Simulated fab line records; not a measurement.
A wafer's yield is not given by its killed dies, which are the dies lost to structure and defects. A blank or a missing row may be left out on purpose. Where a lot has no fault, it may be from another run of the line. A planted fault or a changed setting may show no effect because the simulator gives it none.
Problem report in the 8D (eight disciplines) form, filled by code | flow rit cmos | the parts of the form that need people (team, actions taken, sign-off) are left out

## 1. THE ISSUE
SILICIDE_TI_RS at RIT_SILICIDE_RS_MEAS_02 reads a mean of 43.7 ohm/sq on 1 wafer of 1 lot; wafers without a fault read 47.7 ohm/sq with a standard deviation of 0.56. That puts it -7.1 standard deviations away from the usual mean.
The step: measures by four-point-probe.
First observed at day 6 18:39: wafer L721.4, on film metro-03. The record has a number at this step for 39 wafers belonging to 13 lots. The rule behind "out" and "out of limits": a value lying over 4 standard deviations away from the usual mean. The rest of the wafers with a number are treated as sound.

## 2. WHAT IT IS; WHAT IT IS NOT
question                    | is               | is not
which readings at this step | SILICIDE_TI_RS   | -
which lots                  | L721             | L705, L708, L709, L710, L711, L714, L715, L717, L718, L724, L726, L727
which wafers of those lots  | L721.4           | L721.3, L721.6
read on which gauges        | film metro-03    | film metro-01, film metro-02
when                        | from day 6 18:39 | up to then (29 sound wafers); but 9 sound wafers of L724, L726, L727 came after

## 3. WHAT RULES OUT EACH SUSPECT
Counting: if a tool at a process step up to the reading ran every lot that is out, it stays a suspect. Sound lots after the first of them don't rule it out here, since some wafers of a struck lot are sound.
- the gauge at RIT_SILICIDE_RS_MEAS_02 has been ruled out. All the wafers that are out were read on film metro-03, but those of them that RIT_SILICIDE_SPUTTER_01 has rows for are out there too, on other tools.
- pvd sputter-03 at RIT_SILICIDE_SPUTTER_01 (material Ti, target thk 30 nm, time 240 s): kept. It ran the lot that is out, L721 (day 6 18:28); its last sound lot up to then is L717 (day 5 23:05). Its own readings are out on those wafers: cathode dc power W.
The count leaves pvd sputter-03 at RIT_SILICIDE_SPUTTER_01.

## 4. THE CAUSE (what the simulator had put in)
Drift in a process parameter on pvd sputter-03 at RIT_SILICIDE_SPUTTER_01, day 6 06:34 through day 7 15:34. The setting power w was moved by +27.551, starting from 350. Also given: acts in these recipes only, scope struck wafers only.
The count eliminated every tool but this one.

## 5. SEQUENCE OF EFFECTS, ordered by route
Rows list readings where the struck wafers' mean (over those with a number) sits beyond 3 standard deviations from the usual. Only readings whose record carries a usual standard deviation are examined. hours: median over the lots of the time between each lot's start at the first step of this table that gives one and its start at this step. sigmas: the change, counted in usual standard deviations.
hours | step                     | reading            | usual       | on struck wafers | change | sigmas
0     | RIT_SILICIDE_SPUTTER_01  | cathode dc power W | 349.99 W    | 377.54           | +27.55 | +99 or more
0     | RIT_SILICIDE_RS_MEAS_02  | SILICIDE_TI_RS     | 47.7 ohm/sq | 43.7             | -4.0   | -7.1
0     | RIT_SILICIDE_THK_MEAS_03 | SILICIDE_TI_THK    | 29.5 nm     | 31.3             | +1.8   | +5.8
Process steps it contains:
- RIT_SILICIDE_SPUTTER_01: material Ti, target thk 30 nm, time 240 s.

## 6. HOW IT WOULD HAVE BEEN CAUGHT EARLIER
Counted from the fault's start at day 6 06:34, it took 12 hours until the first out-of-limits reading at a measuring or inspecting step in this record, taken at day 6 18:39.
At RIT_SILICIDE_SPUTTER_01, the tool's own readings (cathode dc power W) were out on each struck wafer the step has a row for, so an alarm limit on them would have fired on the first such wafer.
The start of RIT_SILICIDE_SPUTTER_01 on pvd sputter-03 came by day 6 18:39 for every one of the lots that are out (1). Tool hold at that time: it would have spared none of them.
